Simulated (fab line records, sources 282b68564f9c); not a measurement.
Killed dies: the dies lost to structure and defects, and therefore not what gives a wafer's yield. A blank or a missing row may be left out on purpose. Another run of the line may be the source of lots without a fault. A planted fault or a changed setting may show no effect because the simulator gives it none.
Split-lot study + flow rit_cmos + 21 wafers read from 4 lots, route of 202 steps

## SPLIT DETAILS
At RIT_NWELL_IMPLANT_08, the setting dose_cm2 was moved away from the recipe's 5e+13 on 9 of the 21 wafers read, by -3.5% to +6.3%. The other wafers ran this setting at the recipe's value.

## FROM THE SPLIT TO THE READING: what the file shows between them, 5 steps
- RIT_NWELL_STRIP_09: strips in O2, time 180 s
- RIT_NWELL_TW_MEAS_10
- RIT_PWELL_HMDS_00: prime time 60 s
- RIT_PWELL_COAT_01: resist thk 1300 nm
- RIT_WELLDRIVE_ANNEAL_00: time 14700 s

## THE READING
NWELL_RS, in ohm/sq, at RIT_WELLDRIVE_RS_MEAS_01 (measures by four-point-probe). On this fab line, fault-free wafers typically give 275.4 ohm/sq with a standard deviation of 0.81 ohm/sq.

| wafer  | tool, chamber at the split | dose_cm2 as run | against the recipe | NWELL_RS, ohm/sq | against lot-mates on the recipe |
|--------|----------------------------|-----------------|--------------------|------------------|---------------------------------|
| L078.2 | implanter-04, 0            | 5e+13           | recipe             | 274.7            | -                               |
| L078.5 | implanter-04, 0            | 5e+13           | recipe             | 274.0            | -                               |
| L078.6 | implanter-04, 0            | 5e+13           | recipe             | 274.4            | -                               |
| L080.1 | implanter-02, 0            | 5.313e+13       | +6.3%              | 264.8            | -10.4                           |
| L080.2 | implanter-02, 0            | 5.313e+13       | +6.3%              | 265.0            | -10.2                           |
| L080.3 | implanter-02, 0            | 5e+13           | recipe             | 275.5            | -                               |
| L080.4 | implanter-02, 0            | 5.313e+13       | +6.3%              | 265.0            | -10.2                           |
| L080.5 | implanter-02, 0            | 5e+13           | recipe             | 274.8            | -                               |
| L080.6 | implanter-02, 0            | 5e+13           | recipe             | 275.3            | -                               |
| L081.1 | implanter-02, 0            | 5e+13           | recipe             | 276.4            | -                               |
| L081.2 | implanter-02, 0            | 5.141e+13       | +2.8%              | 271.5            | -5.0                            |
| L081.3 | implanter-02, 0            | 5e+13           | recipe             | 276.6            | -                               |
| L081.4 | implanter-02, 0            | 5e+13           | recipe             | 276.4            | -                               |
| L081.5 | implanter-02, 0            | 5.141e+13       | +2.8%              | 272.1            | -4.4                            |
| L081.6 | implanter-02, 0            | 5.141e+13       | +2.8%              | 272.5            | -4.0                            |
| L085.1 | implanter-03, 0            | 5e+13           | recipe             | 275.3            | -                               |
| L085.2 | implanter-03, 0            | 4.824e+13       | -3.5%              | 282.4            | +6.8                            |
| L085.3 | implanter-03, 0            | 5e+13           | recipe             | 275.8            | -                               |
| L085.4 | implanter-03, 0            | 5e+13           | recipe             | 275.7            | -                               |
| L085.5 | implanter-03, 0            | 4.824e+13       | -3.5%              | 282.1            | +6.5                            |
| L085.6 | implanter-03, 0            | 4.824e+13       | -3.5%              | 281.7            | +6.1                            |

THE FIT
A straight line over all 21 wafers: NWELL_RS changes by -1.68 ohm/sq for each +1% of dose_cm2; r = -0.99; the points scatter about the line by 0.84 ohm/sq.
The same after taking each lot's own level away (the mean of its wafers on the recipe; 21 wafers): -1.69 ohm/sq for each +1%; r = -1.00; scatter 0.35 ohm/sq.
The reading moves by 11 ohm/sq for the largest change in dose_cm2, on that fit.
Across the lots, their own levels run from 274.37 to 276.47 ohm/sq, a range of 2.6 times the standard deviation given above.
So the lot-to-lot level changes the slope little: the two slopes agree.
Check: with one of the wafers moved furthest among these (+6.3%) left out of the fit, the line predicts -10.4 ohm/sq for it against its lot-mates. It came out at -10.4 ohm/sq against them.

## OTHER SPLITS APPLIED TO THESE WAFERS
Other splits were also applied to these wafers ahead of the reading. Each is held against what the fit with the lots' levels taken away leaves over:
| other split on the same wafers    | wafers away from the commonest value | r with NWELL_RS (lot level and that fit taken away) |
|-----------------------------------|--------------------------------------|-----------------------------------------------------|
| RIT_ACTIVE_EXPOSE_08 dose_mj      | 6                                    | +0.12                                               |
| RIT_ACTIVE_ETCH_13 pressure_mtorr | 6                                    | +0.03                                               |
| RIT_ACTIVE_ETCH_13 over_etch_frac | 3                                    | +0.15                                               |

## THE WHOLE CHAIN: every reading that the file lists as answering this split, in the file's order
| step                     | what it does                 | reading  | change (the file's fit)           | r (the file's) |
|--------------------------|------------------------------|----------|-----------------------------------|----------------|
| RIT_NWELL_TW_MEAS_10     |                              | NWELL_TW | +7.53 for each +1% of the setting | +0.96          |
| RIT_WELLDRIVE_RS_MEAS_01 | measures by four-point-probe | NWELL_RS | -1.67 for each +1% of the setting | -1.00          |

## THE FILE'S OWN FIT
NWELL_RS changes by -1.67 ohm/sq for each +1% of dose_cm2, r = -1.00.
